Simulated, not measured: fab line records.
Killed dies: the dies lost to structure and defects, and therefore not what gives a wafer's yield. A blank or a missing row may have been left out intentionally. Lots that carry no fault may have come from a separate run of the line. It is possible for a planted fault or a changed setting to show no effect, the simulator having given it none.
What tool caused it? | flow berkeley-cmos170 | 21 wafers sampled from 7 lots at 1 step of a route of 331

WHAT THE GAUGES READ, wafer by wafer
UCB170_NWELL_THK_MEAS_02.
lot  | measured    | on            | NWELL_OXIDE_THK (nm)
L553 | day 3 01:16 | film-metro-01 | 26.9 27.3 28.0
L555 | day 3 08:47 | film-metro-02 | 26.9 26.8 27.3
L557 | day 3 20:03 | film-metro-01 | 26.8 27.3 27.3
L559 | day 4 04:23 | film-metro-01 | 28.1 27.7 28.0
L568 | day 6 07:32 | film-metro-01 | 27.3 27.1 26.9
L570 | day 6 21:01 | film-metro-01 | 26.8 26.6 26.6
L572 | day 7 08:42 | film-metro-01 | 27.5 27.4 28.1

WHAT TOOL EACH LOT RAN ON (gives the tool, then ch and the chambers of the sampled wafers, and finally the start)
Before these readings, the record contains no process step.

THE ANSWER, worked out from the rows above alone
Rule: usual is defined by the lots themselves. The widest of any qualifying gaps counts: lots, ordered by their means at a reading, are off when they make up no more than a third of the lots, leave a main group of 4 or more, and stand apart from it by 3 or more times the standard deviation of that group's means. The tables above print the reading to a certain number of digits; a main group whose means all agree to those digits is not used. Also off: a lot with no number at a reading for which 4 or more lots have one. All remaining lots with rows at the step are treated as sound.
No lot is off at any reading shown: from this, nothing can be told.

WHAT THE SIMULATOR HAD INSERTED
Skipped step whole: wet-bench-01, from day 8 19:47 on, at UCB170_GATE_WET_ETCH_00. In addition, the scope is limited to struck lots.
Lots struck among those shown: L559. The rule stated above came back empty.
